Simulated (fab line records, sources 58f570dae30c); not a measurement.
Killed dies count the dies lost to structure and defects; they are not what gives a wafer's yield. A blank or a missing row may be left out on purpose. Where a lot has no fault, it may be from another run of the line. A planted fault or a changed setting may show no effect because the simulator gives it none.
Chamber matching	flow berkeley_cmos170	3 sister chambers for UCB170_SPACER_CVD_00 on pecvd-01
The step deposits SiO2 from TEOS/O2, target thk 376 nm, time 47 s. 6 wafers are shown with their chamber, then 7 later ones without.

== WAFERS PAIRED WITH THEIR CHAMBERS ==
wafer	chamber	heater_power_w (W)	rf_fwd_power_W (W)
L297.6	1	191	543.7
L302.3	0	185	542.8
L310.1	0	140	547.1
L310.5	2	307	544.7
L313.4	2	219	544.1
L313.5	1	236	546.6

== WAFERS WITHOUT THEIR CHAMBER ==
wafer	heater_power_w (W)	rf_fwd_power_W (W)
L313.6	250	544.0
L314.3	224	548.2
L314.5	260	541.7
L314.6	247	548.1
L318.2	301	547.3
L318.5	311	549.7
L318.6	199	545.0

== WHICH CHAMBER EACH WENT THROUGH ==
wafer	from the rows above	in truth
L313.6	can't be placed: 2 or 1 or 0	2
L314.3	can't be placed: 1 or 2 or 0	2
L314.5	can't be placed: 2 or 1 or 0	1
L314.6	can't be placed: 1 or 2 or 0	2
L318.2	can't be placed: 2 or 1 or 0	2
L318.5	can't be placed: 2 or 1 or 0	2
L318.6	can't be placed: 1 or 0 or 2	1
Correctly placed: 0 of 7. Unplaceable from these rows: 7, with the true chamber sitting among the candidates in 7. Number placed wrongly: 0.
How it was worked out, from the rows above alone: a wafer's distance from a chamber is the root of the sum, over the readings, of the square of ((its reading less the chamber's mean) divided by the reading's scatter). The wafer belongs to the nearest chamber; if the next one is less than 2 further off, it can't be placed. The mean given for a chamber averages the wafers shown for that chamber. The scatter: take each reading less its chamber's mean, square it, sum over the shown wafers, divide by the number of wafers less the number of chambers, and take the root.
